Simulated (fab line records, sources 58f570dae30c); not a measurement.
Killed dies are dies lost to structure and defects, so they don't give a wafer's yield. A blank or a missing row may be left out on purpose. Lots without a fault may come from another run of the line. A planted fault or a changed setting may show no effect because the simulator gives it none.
fab line records | flow berkeley_cmos170
record lots=15 wafers=45 last_day=13
route steps=331 shown FIELD@92
lots that met no fault: from a run of the same line without faults
start_h: hours from the record's first day to the start of the lot's first wafer shown | wait_h: hours since the lot's step before | " the same as in the row above | L1.1+2: a row that stands for several wafers | - no value, or no start given | * or withheld: withheld | < > ~ a bound
route shown NAME@n: a module of which the file shows steps, and the number in the route of the first | usual: mean/standard deviation of fault-free wafers | same: alike in all rows | chamber/n: place in a boat | sites: the reading at each site | _std_site: their standard deviation | _edge_site: outer sites' mean less inner sites' | radius_mm: how far each site lies from the wafer's centre | mask NAME#n: copy n | behind: the tool/chamber that last shaped the wafer | hold: why the lot was held/for how many hours/how that ended | device: the transistor (n, p or np) that didn't switch | end of line: the same wafers' tests at the end of the route | a step without rows: its recipe alone | killed: dies lost to structure and defects at the first sort, not the wafer's yield | map: a wafer's dies, x killed, . not, _ none there
set.NAME: the setting as run; set.NAME@STEP: as run at that earlier step | model.NAME: the simulator's own value behind a step, which no gauge read
steps of the route over a sample of lots; a table a step, a row a wafer
services: from which hour (start_h, from the record's first day; less than 0 if before it) a tool's chamber was out of use, for how many hours, and why
## steps
# step UCB170_FIELD_ANNEAL_03
# recipe temp_c=1000 time_s=1200 ambient=N2
# usual spike_tc_centre_C=1003.3/1.4 spike_tc_load_C=1027.5/2.6 zone_power_centre_pct=55/7.4
# columns lot.wafer tool chamber start_h wait_h spike_tc_centre_C spike_tc_load_C zone_power_centre_pct
L949.3 furnace-01 0 95.72 2.9 1005.8 1026.6 58
L949.4 " 0 " " 1004.3 1027.1 57
L949.5 " 0 " " 1004.4 1027.0 59
L951.1 furnace-04 0 105.57 4.0 1003.1 1032.3 62
L951.5 " 0 " " 1002.7 1031.5 62
L951.6 " 0 " " 1005.7 1032.7 60
L953.1 furnace-04 0 121.52 4.1 1003.6 1031.9 61
L953.2 " 0 " " 1004.0 1030.9 61
L953.6 " 0 " " 1003.7 1031.6 62
L954.1 furnace-04 0 121.52 4.2 1004.3 1031.3 62
L954.3 " 0 " " 1003.5 1031.9 61
L954.5 " 0 " " 1003.6 1031.5 62
L956.2 furnace-01 0 140.78 8.0 1004.5 1027.5 58
L956.4 " 0 " " 1003.2 1028.9 59
L956.6 " 0 " " 1003.9 1027.3 57
L958.1 furnace-01 0 140.78 8.0 1003.9 1027.5 58
L958.3 " 0 " " 1003.4 1026.4 58
L958.6 " 0 " " 1003.7 1027.4 59
L959.3 furnace-01 - 149.13 3.7 - - -
L959.5 " - " " - - -
L959.6 " - " " - - -
L960.2 furnace-01 - 163.13 3.6 - - -
L960.3 " - " " - - -
L960.5 " - " " - - -
L961.2 furnace-01 - 163.13 3.5 - - -
L961.4 " - " " - - -
L961.6 " - " " - - -
L962.2 furnace-01 0 163.13 3.6 1005.3 1027.5 58
L962.3 " 0 " " 1002.8 1028.5 56
L962.6 " 0 " " 1003.5 1027.5 58
L963.4 furnace-02 0 171.42 3.1 1000.4 1023.5 43
L963.5 " 0 " " 1002.1 1024.4 42
L963.6 " 0 " " 1002.5 1024.4 42
L968.1 furnace-01 0 195.56 5.4 1004.8 1027.3 57
L968.2 " 0 " " 1003.9 1026.7 58
L968.6 " 0 " " 1004.1 1027.9 58
L970.2 furnace-02 0 220.01 5.6 1002.7 1024.6 43
L970.3 " 0 " " 1000.8 1024.4 42
L970.6 " 0 " " 1000.6 1023.3 42
L971.2 furnace-02 0 220.01 5.6 1002.6 1024.4 42
L971.4 " 0 " " 1001.9 1024.7 43
L971.6 " 0 " " 1001.5 1024.1 43
L972.2 furnace-02 0 225.43 2.9 1000.7 1026.5 43
L972.4 " 0 " " 1001.2 1025.0 43
L972.6 " 0 " " 1001.8 1023.3 42
## services
# columns tool chamber start_h hours kind
furnace-01 - 148.05 1.0 repair
furnace-02 - 187.85 3.6 pm
furnace-01 - 204.33 3.7 pm
## key
first_sign step=UCB170_FIELD_ANNEAL_03 reading=tool_record direction=missing
effect none on later readings
met_at UCB170_FIELD_ANNEAL_03
struck_lots L959,L960,L961
later_rows_left_out L959.3,L959.5,L959.6,L960.2,L960.3,L960.5,L961.2,L961.4,L961.6
sort_left_out L959.3,L959.5,L959.6,L960.2,L960.3,L960.5,L961.2,L961.4,L961.6
tester_left_out L959,L960,L961
onset_between 140.78 149.13
fault kind=skipped_step_whole tool=furnace-01 chamber=- onset_h=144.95 steps=UCB170_FIELD_ANNEAL_03 scope=struck_lots_only
# tester_left_out: of these lots the tester's yield and bins aren't shown, on N5 and GAA mostly nor the transistor test; their killed dies are dies lost to structure and defects alone, not to doping, threshold or leakage, so they don't give the yield
# sort_left_out: the simulated sort isn't trusted on such a fault, so these wafers' sort isn't shown, and their yield isn't known
# later_rows_left_out: the simulator's readings of these wafers behind a module that went badly wrong aren't trusted and aren't shown, but for the sort
